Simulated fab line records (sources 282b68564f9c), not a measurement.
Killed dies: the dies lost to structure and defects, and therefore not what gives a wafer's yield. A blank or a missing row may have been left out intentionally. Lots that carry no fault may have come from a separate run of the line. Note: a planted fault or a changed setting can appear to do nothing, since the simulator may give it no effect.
The tool behind it: which one? | flow ritCmos | 14 lots, 42 wafers sampled, at 1 step of a route of 202

WHAT THE GAUGES SHOWED, per wafer
The record lacks any reading of a measuring or inspecting step that a usual standard deviation could be used to judge.

WHICH TOOL RAN EACH LOT (tool, then ch and the chambers of the sampled wafers, then the start)
lot  | RIT_SILICIDE_WET_ETCH_00
L644 | wetBench-04 ch 1, day 3 01:30
L646 | wetBench-04 ch 0, day 3 13:28
L648 | wetBench-04 ch 0, day 3 23:23
L650 | wetBench-03 ch 2, day 4 09:21
L651 | wetBench-04 ch 0, day 4 17:55
L652 | wetBench-01 ch 3, day 4 20:00
L653 | wetBench-04 ch 1, day 5 01:35
L654 | wetBench-03 ch 0, day 5 04:02
L657 | wetBench-03 ch 3, day 5 20:01
L658 | wetBench-01 ch 2, day 6 01:01
L662 | wetBench-03 ch 0, day 6 20:19
L663 | wetBench-03 ch 1, day 7 01:34
L666 | wetBench-03 ch 0, day 7 17:56
L667 | wetBench-04 ch 2, day 7 23:33
- RIT_SILICIDE_WET_ETCH_00: etches SiO2 in BOE, target depth 14 nm, time 15 s.

WHAT THE TOOLS THEMSELVES READ (means of the sampled wafers that have a number; where no wafer has one, the mark that the record gives instead)
RIT_SILICIDE_WET_ETCH_00.
lot  | tool        | bathHeatDutyPct (%) | runLengthS (s) | tempC (C)
L644 | wetBench-04 | 1.6                 | 43.5           | 21.58
L646 | wetBench-04 | 1.8                 | 41.5           | 21.51
L648 | wetBench-04 | 2.0                 | 41.5           | 21.64
L650 | wetBench-03 | 1.6                 | 41.9           | 21.57
L651 | wetBench-04 | 1.6                 | 42.9           | 21.58
L652 | wetBench-01 | 1.4                 | 46.5           | 21.54
L653 | wetBench-04 | -                   | -              | -
L654 | wetBench-03 | -                   | -              | -
L657 | wetBench-03 | 1.4                 | 41.4           | 21.50
L658 | wetBench-01 | 1.3                 | 46.6           | 21.53
L662 | wetBench-03 | 1.6                 | 41.7           | 21.46
L663 | wetBench-03 | 1.6                 | 41.8           | 21.60
L666 | wetBench-03 | 1.5                 | 43.1           | 21.45
L667 | wetBench-04 | 1.8                 | 41.5           | 21.47

THE ANSWER, worked out from the rows above alone
Rule: what is usual is taken from the lots themselves. The widest of any qualifying gaps counts: lots, ordered by their means at a reading, are off when they make up no more than a third of the lots, leave a main group of 4 or more, and stand apart from it by 3 or more times the standard deviation of that group's means. A main group is skipped when, at the precision printed for the reading in the tables above, its means are all equal. A lot without any number at a reading at which 4 lots or more have one is off too. All remaining lots with rows at the step are treated as sound. Order of review: gauges by route order, followed by the tools' own readings, for which a lot's mean as printed above is used. The first step at which some lot is off is used, and at that step the reading that is off furthest; a lot without a number counts as furthest.
Off: L653, L654 (RIT_SILICIDE_WET_ETCH_00, bathHeatDutyPct). Without a number there: L653, L654. The main group: mean 1.6 %, standard deviation 0.19.
A tool fits if, at that step or a process step before it, it ran every lot that is off, and no sound lot after the first of them. No candidate that was tried fits.

WHAT THE SIMULATOR HAD PUT IN
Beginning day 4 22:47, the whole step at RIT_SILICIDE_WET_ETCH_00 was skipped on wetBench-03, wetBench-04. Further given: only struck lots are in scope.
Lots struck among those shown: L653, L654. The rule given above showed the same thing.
